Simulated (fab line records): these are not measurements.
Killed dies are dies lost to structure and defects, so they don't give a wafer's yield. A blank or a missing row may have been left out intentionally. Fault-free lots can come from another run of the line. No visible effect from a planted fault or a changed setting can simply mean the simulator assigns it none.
Which of the tools did it?	flow ritCmos	14 lots with 42 wafers sampled at 6 steps, on a route of 202 steps

## WHAT THE GAUGES SHOWED, per wafer
RIT_NSD_TW_MEAS_10.
lot	measured	on	NSD_TW
L260	day 3 17:46	filmMetro-03	3145 3129 3128
L261	day 4 00:49	filmMetro-02	3138 3141 3149
L262	day 4 18:36	filmMetro-02	3142 3139 3142
L263	day 4 18:44	filmMetro-03	3138 3129 3120
L264	day 5 01:29	filmMetro-03	3139 3160 3160
L268	day 5 15:13	filmMetro-02	3131 3110 3104
L267	day 5 15:07	filmMetro-02	3110 3125 3117
L271	day 6 07:01	filmMetro-03	3162 3129 3128
L270	day 6 06:01	filmMetro-01	3147 3152 3131
L272	day 6 15:44	filmMetro-03	3256 3239 3244
L273	day 6 17:57	filmMetro-03	3143 3145 3136
L274	day 6 15:31	filmMetro-02	3142 3136 3131
L278	day 7 05:20	filmMetro-01	3241 3235 3253
L281	day 7 15:16	filmMetro-01	3157 3137 3140

RIT_SDANNEAL_RS_MEAS_05: measures by four-point-probe.
lot	measured	on	NSD_RS (ohm/sq)
L260	day 3 20:12	filmMetro-01	84.42 84.57 84.55
L261	day 4 02:51	filmMetro-01	84.32 84.43 84.47
L262	day 4 20:53	filmMetro-02	84.91 85.00 84.78
L263	day 4 20:59	filmMetro-03	84.68 84.52 84.50
L264	day 5 04:34	filmMetro-03	84.64 84.62 84.66
L268	day 5 18:26	filmMetro-01	84.68 84.51 84.78
L267	day 5 17:52	filmMetro-03	84.84 84.60 84.58
L271	day 6 09:14	filmMetro-02	84.08 84.62 84.39
L270	day 6 08:14	filmMetro-03	84.61 84.27 84.64
L272	day 6 18:11	filmMetro-02	75.06 74.80 74.92
L273	day 6 20:16	filmMetro-02	85.01 85.00 84.92
L274	day 6 17:46	filmMetro-01	84.51 84.40 84.19
L278	day 7 07:22	filmMetro-02	74.79 74.77 74.64
L281	day 7 17:19	filmMetro-03	84.62 84.46 84.59

RIT_CONTACT_CD_MEAS_08: target cd 1000 nm.
lot	measured	on	cdNm (nm)
L260	day 3 22:19	cdSem-02	999.3 1001.1 1001.9
L261	day 4 04:49	cdSem-02	1003.2 1001.6 1003.0
L262	day 4 22:53	cdSem-02	1003.4 1003.6 1001.7
L263	day 4 22:59	cdSem-01	996.4 997.5 995.8
L264	day 5 10:53	cdSem-02	999.8 998.5 1001.5
L268	day 6 00:51	cdSem-02	1002.8 1000.2 1001.3
L267	day 6 00:28	cdSem-01	996.1 998.4 998.7
L271	day 6 11:14	cdSem-02	997.7 995.1 996.6
L270	day 6 10:19	cdSem-02	995.5 999.0 998.0
L272	day 6 20:25	cdSem-02	1003.3 1002.7 1001.6
L273	day 6 22:25	cdSem-02	999.3 1001.0 998.7
L274	day 6 20:07	cdSem-02	997.1 998.9 995.6
L278	day 7 09:39	cdSem-01	1000.4 1001.4 1000.9
L281	day 7 19:16	cdSem-02	997.2 998.4 1000.0

## EACH LOT AND THE TOOL THAT RAN IT (in order: tool; ch and the chambers of the sampled wafers; start)
lot	RIT_NWELL_STRIP_09	RIT_PRETRO_STRIP_09	RIT_NSD_IMPLANT_08
L260	plasmaAsher-03 ch 0,1, day 2 03:23	plasmaAsher-02 ch 0,1, day 2 15:22	implanter-04 ch 0, day 3 17:27
L261	plasmaAsher-01 ch 0,1, day 2 07:11	plasmaAsher-02 ch 0,1, day 2 21:57	implanter-03 ch 0, day 4 00:31
L262	plasmaAsher-04 ch 0,1, day 2 16:08	plasmaAsher-02 ch 0,1, day 3 11:13	implanter-04 ch 0, day 4 18:19
L263	plasmaAsher-01 ch 0,1, day 3 01:29	plasmaAsher-04 ch 0,1, day 3 15:44	implanter-03 ch 0, day 4 18:26
L264	plasmaAsher-03 ch 0,1, day 3 09:44	plasmaAsher-04 ch 0,1, day 3 20:54	implanter-04 ch 0, day 5 01:10
L268	plasmaAsher-01 ch 0,1, day 3 21:13	plasmaAsher-04 ch 0,1, day 4 12:20	implanter-01 ch 0, day 5 14:53
L267	plasmaAsher-01 ch 0,1, day 3 21:28	plasmaAsher-02 ch 0,1, day 4 12:26	implanter-04 ch 0, day 5 14:48
L271	plasmaAsher-01 ch 0,1, day 4 17:27	plasmaAsher-03 ch 0,1, day 5 11:04	implanter-01 ch 0, day 6 06:41
L270	plasmaAsher-04 ch 0,1, day 4 17:34	plasmaAsher-04 ch 0,1, day 5 11:17	implanter-04 ch 0, day 6 05:41
L272	plasmaAsher-04 ch 0,1, day 5 01:00	plasmaAsher-03 ch 0,1, day 5 14:01	implanter-01 ch 0, day 6 15:25
L273	plasmaAsher-01 ch 0,1, day 5 01:17	plasmaAsher-04 ch 0,1, day 5 14:33	implanter-03 ch 0, day 6 17:37
L274	plasmaAsher-03 ch 0,1, day 5 01:35	plasmaAsher-04 ch 0,1, day 5 14:20	implanter-03 ch 0, day 6 15:14
L278	plasmaAsher-03 ch 0,1, day 5 18:08	plasmaAsher-02 ch 0,1, day 6 13:17	implanter-01 ch 0, day 7 05:02
L281	plasmaAsher-01 ch 0,1, day 6 07:41	plasmaAsher-03 ch 1, day 6 19:07	implanter-04 ch 0, day 7 14:56
- RIT_NWELL_STRIP_09: strips in O2, time 180 s.
- RIT_PRETRO_STRIP_09: strips in O2, time 180 s.
- RIT_NSD_IMPLANT_08

## WHAT THE TOOLS THEMSELVES READ (means of the sampled wafers that have a number; where no wafer has one, the mark that the record gives instead)
RIT_NWELL_STRIP_09.
lot	tool	drypumpMotorCurrentA (A)
L260	plasmaAsher-03	5.6
L261	plasmaAsher-01	5.6
L262	plasmaAsher-04	5.6
L263	plasmaAsher-01	5.7
L264	plasmaAsher-03	5.7
L268	plasmaAsher-01	5.3
L267	plasmaAsher-01	5.7
L271	plasmaAsher-01	5.3
L270	plasmaAsher-04	5.5
L272	plasmaAsher-04	5.5
L273	plasmaAsher-01	5.7
L274	plasmaAsher-03	5.7
L278	plasmaAsher-03	5.6
L281	plasmaAsher-01	5.3

RIT_PRETRO_STRIP_09.
lot	tool	drypumpMotorCurrentA (A)
L260	plasmaAsher-02	6.1
L261	plasmaAsher-02	5.8
L262	plasmaAsher-02	5.8
L263	plasmaAsher-04	5.5
L264	plasmaAsher-04	5.6
L268	plasmaAsher-04	5.5
L267	plasmaAsher-02	6.2
L271	plasmaAsher-03	5.6
L270	plasmaAsher-04	5.5
L272	plasmaAsher-03	5.7
L273	plasmaAsher-04	5.6
L274	plasmaAsher-04	5.6
L278	plasmaAsher-02	5.8
L281	plasmaAsher-03	5.6

RIT_NSD_IMPLANT_08.
lot	tool	doseIonsCm2	faradayCurrentUA	tiltDeg (degrees)
L260	implanter-04	1.001e+15	3137	7.024
L261	implanter-03	1.001e+15	3089	6.989
L262	implanter-04	9.984e+14	3097	7.015
L263	implanter-03	1.001e+15	3108	6.990
L264	implanter-04	1.000e+15	3130	6.997
L268	implanter-01	9.994e+14	3138	6.994
L267	implanter-04	1.000e+15	3155	7.015
L271	implanter-01	9.996e+14	3102	6.995
L270	implanter-04	9.998e+14	3160	7.009
L272	implanter-01	1.168e+15	3673	6.959
L273	implanter-03	1.001e+15	3131	6.980
L274	implanter-03	9.994e+14	3112	6.998
L278	implanter-01	1.169e+15	3631	6.991
L281	implanter-04	9.995e+14	3108	6.993

## THE ANSWER, worked out from the rows above alone
Rule: the usual values come from the lots themselves. The widest of any qualifying gaps counts: lots, ordered by their means at a reading, are off when they make up no more than a third of the lots, leave a main group of 4 or more, and stand apart from it by 3 or more times the standard deviation of that group's means. A main group whose means are all the same, to the digits that the tables above print for the reading, isn't used. A lot without any number at a reading at which 4 lots or more have one is off too. Any other lot the step has rows for is counted as sound. First the gauges in route order, then the tools' own readings, where a lot's mean is used as printed above. At the first step where some lot is off, the reading lying furthest off is the one used; lots without a number count as furthest.
Off: at RIT_NSD_TW_MEAS_10 (NSD_TW), L272, L278. Mean 3136 and standard deviation 11 in the main group.
If a tool, at a process step before that reading, ran all the lots that are off and no sound lot after the first of them, it fits. The gauges at RIT_NSD_TW_MEAS_10 aren't tried: what is off there is off at RIT_SDANNEAL_RS_MEAS_05 too, on other tools, and a gauge's error can't cause that. One fits: implanter-01 at RIT_NSD_IMPLANT_08. Its last sound lot is L271 (day 6 06:41), its first lot that is off L272 (day 6 15:25): a fault that began between those two fits.
The tool's own readings at RIT_NSD_IMPLANT_08 bear it out: on the lots that are off they differ by more than 5 times the standard deviation of the sound lots' means. doseIonsCm2 reads 1.168e+15 there against 1.000e+15 on the sound lots; faradayCurrentUA reads 3652 there against 3122 on the sound lots.

## WHAT THE SIMULATOR HAD PUT IN
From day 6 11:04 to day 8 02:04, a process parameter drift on implanter-01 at RIT_NSD_IMPLANT_08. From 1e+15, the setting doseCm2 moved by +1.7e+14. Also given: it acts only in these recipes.
Lots struck among those shown: L272, L278. Same finding as the rule above.
